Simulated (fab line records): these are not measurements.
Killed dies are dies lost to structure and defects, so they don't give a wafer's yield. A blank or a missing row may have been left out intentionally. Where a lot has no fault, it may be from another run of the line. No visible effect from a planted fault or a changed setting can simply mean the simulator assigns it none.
fab line records | flow ritCmos
[record] lots = 14 | wafers = 42 | lastDay = 6
route steps=202 shown ACTIVE@8 M1@202
lots untouched by any fault: they come from a run of this same line in which no faults occurred
startH: hours from the record's first day to the start of the lot's first wafer shown | waitH: how many hours have passed since the lot's step before this one | " as in the row above | L1.1+2: several wafers, shown together as one row | - value missing, or start not given | * or withheld: withheld | < > ~ a bound
route shown NAME@n: a module of which the file shows steps, and the number in the route of the first | usual: mean/standard deviation of fault-free wafers | same: alike in all rows | chamber/n: place in a boat | sites: readings site by site | _std_site: standard deviation across them | _edge_site: inner sites' mean taken away from outer sites' mean | radiusMm: for every site, how far away it sits from the centre of the wafer | mask NAME#n: copy n | behind: the last tool/chamber to shape the wafer | hold: what put the lot on hold/how long, in hours/how the hold closed | device: the n, p or np transistor that did not switch | end of line: tests run on the same wafers once the route is complete | a step given without rows: its recipe and nothing more | killed: the dies lost at the first sort to structure and to defects; this is not the yield of the wafer | map: a wafer's dies, marking killed ones x, the rest . and places with no die _
set.NAME: setting as actually run; set.NAME@STEP: the setting as run at that earlier step | model.NAME: the simulator's own value behind a step, which no gauge read
one table for each step of the route and one row for each wafer, over a sample of lots
[[steps]]
[step RIT_ACTIVE_SOFTBAKE_07]
[recipe] resist = NOVOLAK | tempC = 90 | timeS = 60
[usual] heaterPowerTotalW = 34.56/0.051 | runLengthS = 89.32/0.21
lot.wafer | tool          | chamber | startH | waitH | heaterPowerTotalW | runLengthS
L401.2    | lithoTrack-02 | 0       | 14.20  | 0.1   | 34.61             | 89.06
L401.3    | "             | 0       | "      | "     | 34.49             | 89.04
L401.6    | "             | 0       | "      | "     | 34.55             | 89.33
L402.2    | lithoTrack-02 | 0       | 19.72  | 0.1   | 34.49             | 89.20
L402.3    | "             | 0       | "      | "     | 34.57             | 89.06
L402.4    | "             | 0       | "      | "     | 34.50             | 89.06
L403.1    | lithoTrack-02 | 0       | 24.70  | 0.1   | 34.53             | 89.04
L403.2    | "             | 0       | "      | "     | 34.55             | 89.10
L403.3    | "             | 0       | "      | "     | 34.62             | 89.06
L404.2    | lithoTrack-03 | 0       | 29.62  | 0.1   | 34.63             | 89.08
L404.3    | "             | 0       | "      | "     | 34.56             | 89.12
L404.5    | "             | 0       | "      | "     | 34.55             | 89.10
L405.2    | lithoTrack-03 | 0       | 34.63  | 0.1   | 34.47             | 89.38
L405.3    | "             | 0       | "      | "     | 34.59             | 89.25
L405.6    | "             | 0       | "      | "     | 34.58             | 89.09
L406.3    | lithoTrack-04 | 0       | 39.93  | 0.1   | 34.53             | 89.44
L406.4    | "             | 0       | "      | "     | 34.58             | 89.56
L406.6    | "             | 0       | "      | "     | 34.51             | 89.64
L407.3    | lithoTrack-04 | 0       | 51.44  | 0.1   | 34.53             | 89.40
L407.4    | "             | 0       | "      | "     | 34.59             | 89.38
L407.6    | "             | 0       | "      | "     | 34.62             | 89.53
L409.1    | lithoTrack-02 | 0       | 55.63  | 0.1   | 34.52             | 89.08
L409.4    | "             | 0       | "      | "     | 34.50             | 89.23
L409.6    | "             | 0       | "      | "     | 34.54             | 89.15
L410.4    | lithoTrack-04 | 0       | 59.67  | 0.1   | 34.56             | 89.39
L410.5    | "             | 0       | "      | "     | 34.56             | 89.40
L410.6    | "             | 0       | "      | "     | 34.57             | 89.44
L412.1    | lithoTrack-04 | 0       | 69.97  | 0.1   | 36.16             | 80.09
L412.2    | "             | 0       | "      | "     | 36.20             | 80.22
L412.5    | "             | 0       | "      | "     | 36.10             | 80.10
L414.3    | lithoTrack-04 | 0       | 78.94  | 0.1   | 36.17             | 80.31
L414.4    | "             | 0       | "      | "     | 36.24             | 80.18
L414.6    | "             | 0       | "      | "     | 36.25             | 80.07
L416.2    | lithoTrack-03 | 0       | 89.10  | 0.1   | 34.54             | 89.20
L416.3    | "             | 0       | "      | "     | 34.51             | 89.10
L416.6    | "             | 0       | "      | "     | 34.49             | 89.05
L417.1    | lithoTrack-02 | 0       | 93.89  | 0.1   | 34.63             | 89.44
L417.2    | "             | 0       | "      | "     | 34.63             | 89.10
L417.5    | "             | 0       | "      | "     | 34.53             | 89.03
L418.1    | lithoTrack-02 | 0       | 98.90  | 0.1   | 34.50             | 89.31
L418.4    | "             | 0       | "      | "     | 34.64             | 89.10
L418.6    | "             | 0       | "      | "     | 34.59             | 89.30
[step RIT_M1_PROBE_99]
[usual] killed_at_M0_to_M3 = 0.0/0.12 | killedAtContacts = 0.1/0.29 | killedAtFrontEnd = 6/3 | killedDies = 7/3.1 | killedOnRim = 1.8/1.5 | killedOpen = 3.2/1.9 | killedShort = 3.3/1.9
[same] grossDies = 264 | killed_at_M4_up = 0 | killedAtBackSide = 0 | killedAtOther = 0
lot.wafer | tool      | chamber | startH | waitH | killed_at_M0_to_M3 | killedAtContacts | killedAtFrontEnd | killedDies | killedOnRim | killedOpen | killedShort
L401.2    | prober-01 | -       | 60.99  | 0.1   | 0                  | 1                | 5                | 6          | 0           | 3          | 3
L401.3    | prober-01 | -       | 61.04  | 0.2   | 0                  | 0                | 3                | 3          | 0           | 2          | 1
L401.6    | prober-01 | -       | 61.19  | 0.2   | 0                  | 0                | 6                | 6          | 2           | 3          | 3
L402.2    | prober-02 | -       | 68.89  | 0.1   | 0                  | 0                | 14               | 14         | 1           | 7          | 7
L402.3    | prober-02 | -       | 68.94  | 0.2   | 0                  | 0                | 18               | 18         | 6           | 10         | 8
L402.4    | prober-02 | -       | 68.99  | 0.2   | 0                  | 0                | 15               | 15         | 4           | 6          | 9
L404.2    | prober-01 | -       | 77.40  | 0.1   | 1                  | 0                | 7                | 8          | 2           | 3          | 4
L404.3    | prober-01 | -       | 77.45  | 0.2   | 0                  | 0                | 6                | 6          | 2           | 2          | 4
L404.5    | prober-01 | -       | 77.55  | 0.2   | 0                  | 0                | 10               | 10         | 4           | 3          | 7
L403.1    | prober-02 | -       | 78.85  | 0.1   | 0                  | 0                | 8                | 8          | 2           | 0          | 8
L403.2    | prober-02 | -       | 78.90  | 0.1   | 0                  | 0                | 6                | 6          | 3           | 4          | 2
L403.3    | prober-02 | -       | 78.95  | 0.2   | 0                  | 0                | 5                | 5          | 1           | 4          | 1
L405.2    | prober-01 | -       | 80.40  | 0.1   | 0                  | 0                | 2                | 2          | 1           | 2          | 0
L405.3    | prober-01 | -       | 80.45  | 0.2   | 0                  | 0                | 7                | 7          | 1           | 5          | 2
L405.6    | prober-01 | -       | 80.60  | 0.2   | 0                  | 1                | 9                | 10         | 3           | 6          | 4
L406.3    | prober-02 | -       | 84.83  | 0.2   | 0                  | 0                | 6                | 6          | 0           | 3          | 3
L406.4    | prober-02 | -       | 84.88  | 0.2   | 0                  | 0                | 4                | 4          | 1           | 0          | 4
L406.6    | prober-02 | -       | 84.98  | 0.2   | 0                  | 0                | 7                | 7          | 2           | 2          | 5
L407.3    | prober-01 | -       | 95.63  | 0.2   | 0                  | 0                | 6                | 6          | 2           | 1          | 5
L407.4    | prober-01 | -       | 95.68  | 0.2   | 0                  | 0                | 5                | 5          | 0           | 2          | 3
L407.6    | prober-01 | -       | 95.78  | 0.2   | 0                  | 0                | 9                | 9          | 2           | 5          | 4
L409.1    | prober-02 | -       | 101.11 | 0.1   | 0                  | 0                | 6                | 6          | 1           | 3          | 3
L409.4    | prober-02 | -       | 101.26 | 0.2   | 0                  | 0                | 2                | 2          | 1           | 2          | 0
L409.6    | prober-02 | -       | 101.36 | 0.2   | 0                  | 0                | 4                | 4          | 1           | 2          | 2
L410.4    | prober-01 | -       | 107.07 | 0.2   | 0                  | 0                | 3                | 3          | 2           | 2          | 1
L410.5    | prober-01 | -       | 107.12 | 0.2   | 0                  | 0                | 6                | 6          | 1           | 2          | 4
L410.6    | prober-01 | -       | 107.17 | 0.2   | 0                  | 0                | 5                | 5          | 0           | 3          | 2
L412.1    | prober-01 | -       | 116.13 | 0.1   | 0                  | 0                | 6                | 6          | 2           | 4          | 2
L412.2    | prober-01 | -       | 116.18 | 0.1   | 0                  | 0                | 8                | 8          | 0           | 4          | 4
L412.5    | prober-01 | -       | 116.33 | 0.2   | 0                  | 0                | 12               | 12         | 3           | 7          | 5
L414.3    | prober-01 | -       | 125.76 | 0.2   | 0                  | 0                | 10               | 10         | 4           | 4          | 6
L414.4    | prober-01 | -       | 125.81 | 0.2   | 0                  | 2                | 10               | 12         | 4           | 4          | 7
L414.6    | prober-01 | -       | 125.91 | 0.2   | 0                  | 0                | 1                | 1          | 0           | 0          | 1
L416.2    | prober-01 | -       | 133.61 | 0.1   | 0                  | 0                | 8                | 8          | 3           | 4          | 4
L416.3    | prober-01 | -       | 133.66 | 0.2   | 0                  | 0                | 10               | 10         | 1           | 6          | 4
L416.6    | prober-01 | -       | 133.81 | 0.2   | 0                  | 0                | 6                | 6          | 2           | 2          | 4
L417.1    | prober-02 | -       | 137.21 | 0.1   | 0                  | 0                | 3                | 3          | 1           | 2          | 1
L417.2    | prober-02 | -       | 137.26 | 0.1   | 0                  | 0                | 5                | 5          | 1           | 3          | 2
L417.5    | prober-02 | -       | 137.41 | 0.2   | 0                  | 0                | 4                | 4          | 2           | 3          | 1
L418.1    | prober-01 | -       | 145.22 | 0.1   | 0                  | 0                | 6                | 6          | 3           | 4          | 2
L418.4    | prober-01 | -       | 145.37 | 0.2   | 0                  | 0                | 6                | 6          | 0           | 1          | 5
L418.6    | prober-01 | -       | 145.47 | 0.2   | 0                  | 0                | 2                | 2          | 1           | 0          | 2
// killed by level:class
L401.2 GATE:geometricParticle:short=2 GATE:geometricParticle:open=2 SPACER:geometricParticle:open=1 CONTACT:geometricParticle:short=1
L401.3 SPACER:geometricParticle:open=2 GATE:geometricParticle:short=1
L401.6 GATE:geometricParticle:open=3 FOX2:geometricParticle:short=1 GATE:geometricParticle:short=1 SPACER:geometricParticle:short=1
L402.2 SPACER:geometricParticle:short=4 FOX1:geometricParticle:open=2 FOX1:geometricParticle:short=2 GATE:geometricParticle:open=2 SPACER:geometricParticle:open=2 GATE:geometricParticle:short=1 SILICIDE:geometricParticle:open=1
L402.3 SPACER:geometricParticle:short=4 SPACER:geometricParticle:open=4 GATE:geometricParticle:open=3 FOX1:geometricParticle:open=2 FOX2:geometricParticle:short=2 GATE:geometricParticle:short=2 FOX2:geometricParticle:open=1
L402.4 GATE:geometricParticle:short=6 GATE:geometricParticle:open=4 SPACER:geometricParticle:short=3 FOX2:geometricParticle:open=1 SPACER:geometricParticle:open=1
L404.2 REOX:geometricParticle:short=2 FOX2:geometricParticle:short=1 GATE:geometricParticle:short=1 GATE:geometricParticle:open=1 REOX:geometricParticle:open=1 SPACER:geometricParticle:open=1 M1:coatMicrobubblePrinted=1
L404.3 FOX1:geometricParticle:short=3 FOX2:geometricParticle:open=1 GATE:geometricParticle:short=1 REOX:geometricParticle:open=1
L404.5 FOX1:geometricParticle:short=4 FOX1:geometricParticle:open=2 SPACER:geometricParticle:short=2 GATE:geometricParticle:short=1 SILICIDE:geometricParticle:open=1
L403.1 GATE:geometricParticle:short=3 SILICIDE:geometricParticle:short=3 FOX1:geometricParticle:short=1 REOX:geometricParticle:short=1
L403.2 REOX:geometricParticle:short=2 REOX:geometricParticle:open=2 FOX1:geometricParticle:open=1 SPACER:geometricParticle:open=1
L403.3 FOX2:geometricParticle:open=1 GATE:geometricParticle:open=1 REOX:geometricParticle:open=1 SILICIDE:geometricParticle:short=1 SILICIDE:geometricParticle:open=1
L405.2 GATE:geometricParticle:open=1 SPACER:geometricParticle:open=1
L405.3 FOX1:geometricParticle:short=2 FOX1:geometricParticle:open=2 FOX2:geometricParticle:open=2 GATE:geometricParticle:open=1
L405.6 FOX2:geometricParticle:open=2 REOX:geometricParticle:short=2 FOX1:geometricParticle:short=1 FOX1:geometricParticle:open=1 FOX2:geometricParticle:short=1 SPACER:geometricParticle:open=1 SILICIDE:geometricParticle:open=1 CONTACT:geometricParticle:open=1
L406.3 GATE:geometricParticle:open=2 SPACER:geometricParticle:short=2 REOX:geometricParticle:short=1 SILICIDE:geometricParticle:open=1
L406.4 GATE:geometricParticle:short=1 REOX:geometricParticle:short=1 SPACER:geometricParticle:short=1 SILICIDE:geometricParticle:short=1
L406.6 GATE:geometricParticle:short=2 GATE:geometricParticle:open=1 REOX:geometricParticle:short=1 SPACER:geometricParticle:short=1 SPACER:geometricParticle:open=1 SILICIDE:geometricParticle:short=1
L407.3 GATE:geometricParticle:short=3 REOX:geometricParticle:open=1 REOX:geometricParticle:short=1 SILICIDE:geometricParticle:short=1
L407.4 FOX2:geometricParticle:open=1 FOX2:geometricParticle:short=1 GATE:geometricParticle:open=1 GATE:geometricParticle:short=1 SPACER:geometricParticle:short=1
L407.6 FOX2:geometricParticle:open=2 GATE:geometricParticle:open=2 GATE:geometricParticle:short=2 FOX1:geometricParticle:short=1 FOX1:geometricParticle:open=1 REOX:geometricParticle:short=1
L409.1 FOX1:geometricParticle:open=2 FOX1:geometricParticle:short=1 GATE:geometricParticle:short=1 SPACER:geometricParticle:short=1 SILICIDE:geometricParticle:open=1
L409.4 FOX1:geometricParticle:open=1 FOX2:geometricParticle:open=1
L409.6 GATE:geometricParticle:short=2 REOX:geometricParticle:open=1 SPACER:geometricParticle:open=1
L410.4 ACTIVE:geometricParticle:open=1 FOX1:geometricParticle:open=1 REOX:geometricParticle:short=1
L410.5 SILICIDE:geometricParticle:short=3 FOX1:geometricParticle:open=1 REOX:geometricParticle:short=1 SILICIDE:geometricParticle:open=1
L410.6 FOX1:geometricParticle:open=1 GATE:geometricParticle:open=1 GATE:geometricParticle:short=1 SPACER:geometricParticle:short=1 SPACER:geometricParticle:open=1
L412.1 FOX1:geometricParticle:short=2 REOX:geometricParticle:open=2 GATE:geometricParticle:open=1 SILICIDE:geometricParticle:open=1
L412.2 GATE:geometricParticle:short=2 REOX:geometricParticle:short=2 FOX1:geometricParticle:open=1 GATE:geometricParticle:open=1 SILICIDE:geometricParticle:open=1 REOX:geometricParticle:open=1
L412.5 REOX:geometricParticle:short=3 SPACER:geometricParticle:open=3 FOX1:geometricParticle:open=1 GATE:geometricParticle:open=1 GATE:geometricParticle:short=1 REOX:geometricParticle:open=1 SILICIDE:geometricParticle:short=1 SILICIDE:geometricParticle:open=1
L414.3 FOX1:geometricParticle:short=2 FOX1:geometricParticle:open=2 GATE:geometricParticle:short=2 FOX2:geometricParticle:open=1 SPACER:geometricParticle:open=1 SPACER:geometricParticle:short=1 SILICIDE:geometricParticle:short=1
L414.4 FOX2:geometricParticle:short=2 FOX2:geometricParticle:open=2 REOX:geometricParticle:short=2 FOX1:geometricParticle:short=1 GATE:geometricParticle:short=1 GATE:geometricParticle:open=1 REOX:geometricParticle:open=1 CONTACT:geometricParticle:short=1
L414.6 REOX:geometricParticle:short=1
L416.2 GATE:geometricParticle:open=3 FOX1:geometricParticle:short=2 FOX1:geometricParticle:open=1 FOX2:geometricParticle:short=1 GATE:geometricParticle:short=1
L416.3 GATE:geometricParticle:open=2 SPACER:geometricParticle:short=2 FOX1:geometricParticle:short=1 FOX1:geometricParticle:open=1 FOX2:geometricParticle:open=1 GATE:geometricParticle:short=1 SPACER:geometricParticle:open=1 SILICIDE:geometricParticle:open=1
L416.6 FOX1:geometricParticle:short=4 FOX1:geometricParticle:open=1 SILICIDE:geometricParticle:open=1
L417.1 FOX1:geometricParticle:short=1 GATE:geometricParticle:open=1 SILICIDE:geometricParticle:open=1
L417.2 FOX1:geometricParticle:open=2 FOX1:geometricParticle:short=1 GATE:geometricParticle:short=1 SPACER:geometricParticle:open=1
L417.5 FOX1:geometricParticle:open=1 GATE:geometricParticle:open=1 SILICIDE:geometricParticle:short=1 SILICIDE:geometricParticle:open=1
L418.1 FOX1:geometricParticle:short=1 FOX1:geometricParticle:open=1 GATE:geometricParticle:open=1 REOX:geometricParticle:open=1 REOX:geometricParticle:short=1 SPACER:geometricParticle:open=1
L418.4 GATE:geometricParticle:short=3 REOX:geometricParticle:short=2 FOX1:geometricParticle:open=1
L418.6 FOX1:geometricParticle:short=1 SILICIDE:geometricParticle:short=1
[[key]]
[firstSign] step = RIT_ACTIVE_SOFTBAKE_07 | reading = runLengthS | direction = down | sigmas = 45 | usual = * | struck = *
[effect] step = RIT_ACTIVE_SOFTBAKE_07 | reading = heaterPowerTotalW | direction = up | sigmas = 32 | usual = 34.56 | struck = 36.19
metAt RIT_ACTIVE_SOFTBAKE_07
struckLots L412,L414
testerLeftOut L412,L414
onsetBetween 59.67 69.97
[fault] kind = processParameterDrift | tool = lithoTrack-04 | chamber = - | onsetH = 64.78 | steps = RIT_ACTIVE_SOFTBAKE_07 | channel = timeS | offset = * | shape = step | endH = 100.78 | actsIn = * | stated = *
// testerLeftOut: of these lots the tester's yield and bins aren't shown, on N5 and GAA mostly nor the transistor test; their killed dies are dies lost to structure and defects alone, not to doping, threshold or leakage, so they don't give the yield
